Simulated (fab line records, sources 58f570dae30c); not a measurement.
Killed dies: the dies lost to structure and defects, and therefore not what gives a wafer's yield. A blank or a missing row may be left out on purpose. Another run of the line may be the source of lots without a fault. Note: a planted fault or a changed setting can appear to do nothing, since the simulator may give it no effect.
One fault through the eyes of 2 desks -- flow berkeley_cmos170 -- each desk holds nothing but its own numbers, with what lay behind them at the end

== THE METROLOGY DESK ==
What the gauges read for every lot (on any tool): the sampled wafers with a number, averaged. The brackets show how far a lot's mean lies from the usual mean; more than 4 standard deviations puts the lot out of limits, marked OUT.
Columns: A = PSD_TW at UCB170_PSD_TW_MEAS_10, usual 2306; B = cd_nm at UCB170_CONTACT_CD_MEAS_15, usual 700.3 nm
lot,first seen here,A,B
L730,day 7 19:03,2290,698.7
L729,day 7 19:10,2307,698.9
L731,day 8 06:30,2291,699.1
L733,day 8 06:46,2288,697.9
L732,day 8 07:01,2332,698.2
L736,day 8 22:19,2285,700.2
L735,day 8 22:31,2325,700.9
L734,day 8 22:36,2289,700.9
L737,day 9 10:09,2280,701.3
This desk found nothing out of limits on any of the 9 lots.

== FOR THE TOOL OWNER'S DESK: furnace-03 ==
Per lot that ran on this tool, the mean of the sampled wafers carrying a number, from the tool's own readings at UCB170_M1_ANNEAL_14 (time 1200 s). The brackets show how far a lot's mean lies from the usual mean; more than 4 standard deviations puts the lot out of limits, marked OUT. Of its 8 readings 7 are shown: the one that was out of limits first, and those that lie furthest out on some lot.
Columns: A = spike_tc_centre_C at UCB170_M1_ANNEAL_14, usual 403.4 C; B = spike_tc_load_C at UCB170_M1_ANNEAL_14, usual 422.0 C; C = spike_tc_source_C at UCB170_M1_ANNEAL_14, usual 417.6 C; D = tube_center_temp_C at UCB170_M1_ANNEAL_14, usual 399.99 C; E = tube_center_temp_C_max at UCB170_M1_ANNEAL_14, usual 401.02; F = zone_power_load_pct at UCB170_M1_ANNEAL_14, usual 6.42 %; G = zone_power_source_pct at UCB170_M1_ANNEAL_14, usual 5.35 %
lot,first seen here,A,B,C,D,E,F,G
L730,day 8 05:29,403.8,422.3,416.5,399.96,400.98,6.35,5.35
L729,day 8 11:25,403.6,421.8,417.1,400.01,400.85,6.44,5.35
L733,day 8 19:00,404.0,422.0,418.4,400.00,401.00,6.44,5.33
L731,day 8 20:20,404.2,422.2,417.4,400.01,400.93,6.44,5.37
L732,day 8 20:20,403.4,422.5,417.5,399.99,401.04,6.48,5.30
L734,day 9 11:31,448.2 (+45) OUT,467.5 (+46) OUT,464.3 (+51) OUT,444.96 (+99 or more) OUT,445.88 (+99 or more) OUT,7.79 (+22) OUT,6.45 (+23) OUT
L735,day 9 12:51,448.3 (+45) OUT,467.7 (+46) OUT,463.5 (+50) OUT,444.96 (+99 or more) OUT,445.86 (+99 or more) OUT,7.76 (+22) OUT,6.44 (+23) OUT
L736,day 9 12:51,448.6 (+45) OUT,467.3 (+45) OUT,462.6 (+49) OUT,445.00 (+99 or more) OUT,446.03 (+99 or more) OUT,7.77 (+22) OUT,6.48 (+24) OUT
L737,day 10 03:25,448.9 (+46) OUT,467.8 (+46) OUT,462.0 (+49) OUT,444.98 (+99 or more) OUT,446.03 (+99 or more) OUT,7.80 (+22) OUT,6.42 (+23) OUT
This desk's finding: out of limits on L734, L735, L736, L737; first on L734, day 9 11:31 (spike_tc_centre_C at UCB170_M1_ANNEAL_14). L730, L729, L733, L731, L732: within limits.

== BROUGHT TOGETHER ==
At day 9 11:31, on L734, L735, L736, L737, the tool owner's desk was in a position to raise an alarm.
From the metrology desk's view, nothing was out of limits.
The metrology desk has L734, L735, L736, L737 on record, within its limits.
Every lot named ran UCB170_M1_ANNEAL_14 on furnace-03.

== WHAT THE SIMULATOR HAD INSERTED ==
Drift in process parameters on furnace-03 at UCB170_M1_ANNEAL_14, starting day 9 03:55. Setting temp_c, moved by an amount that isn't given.
Struck lots among those shown: L734, L735, L736, L737.
How many hours passed from the start of the fault until each desk's first out-of-limits reading: the tool owner's desk, 8.
